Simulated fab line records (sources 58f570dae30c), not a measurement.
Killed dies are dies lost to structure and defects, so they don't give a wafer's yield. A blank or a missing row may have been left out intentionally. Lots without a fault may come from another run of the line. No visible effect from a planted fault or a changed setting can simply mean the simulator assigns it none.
Which tool is to blame?    flow berkeley-cmos170    Sampling: 7 lots, 21 wafers, 2 of 331 route steps

## WHAT THE GAUGES SHOWED, per wafer
UCB170_WELLDRIVE_THK_MEAS_02.
lot   measured     on             WELLDRIVE_OXIDE_THK (nm)
L124  day 4 22:56  film-metro-04  194 198 196
L128  day 5 03:50  film-metro-04  197 200 196
L130  day 5 23:34  film-metro-04  196 197 194
L132  day 6 13:36  film-metro-03  198 193 193
L136  day 6 13:39  film-metro-03  197 199 198
L143  day 7 19:33  film-metro-01  96 96 97 95 96 97
L145  day 8 07:10  film-metro-01  94 92 92 94 92 93

## WHICH TOOL RAN EACH LOT (tool, then ch and the chambers of the sampled wafers, then the start)
lot   UCB170_WELLDRIVE_OXIDATION_01
L124  furnace-01 ch 0, day 4 19:26
L128  furnace-01 ch 0, day 5 00:17
L130  furnace-04 ch 0, day 5 20:03
L132  furnace-04 ch 0, day 6 10:05
L136  furnace-04 ch 0, day 6 10:05
L143  furnace-04 ch 0, day 7 16:02
L145  furnace-04 ch 0, day 8 03:40
- UCB170_WELLDRIVE_OXIDATION_01: target thk 199 nm, ox time 9000 s.

## THE ANSWER, worked out from the rows above alone
Rule: the usual values come from the lots themselves. The widest of any qualifying gaps counts: lots, ordered by their means at a reading, are off when they make up no more than a third of the lots, leave a main group of 4 or more, and stand apart from it by 3 or more times the standard deviation of that group's means. If all means in a main group match to the digits the tables above print for the reading, that group is not used. A lot without any number at a reading at which 4 lots or more have one is off too. All remaining lots with rows at the step are treated as sound.
Off: L143, L145, seen at UCB170_WELLDRIVE_THK_MEAS_02 (WELLDRIVE_OXIDE_THK). The main group has a mean of 196 nm with a standard deviation of 1.3.
A tool fits if, at a process step before that reading, it ran every lot that is off, and no sound lot after the first of them. Gauges at UCB170_WELLDRIVE_THK_MEAS_02: tried the same way as those tools. 2 tools fit, furnace-04 at UCB170_WELLDRIVE_OXIDATION_01 and film-metro-01 at UCB170_WELLDRIVE_THK_MEAS_02, so this cannot tell which one it is.

## WHAT WAS PUT IN BY THE SIMULATOR
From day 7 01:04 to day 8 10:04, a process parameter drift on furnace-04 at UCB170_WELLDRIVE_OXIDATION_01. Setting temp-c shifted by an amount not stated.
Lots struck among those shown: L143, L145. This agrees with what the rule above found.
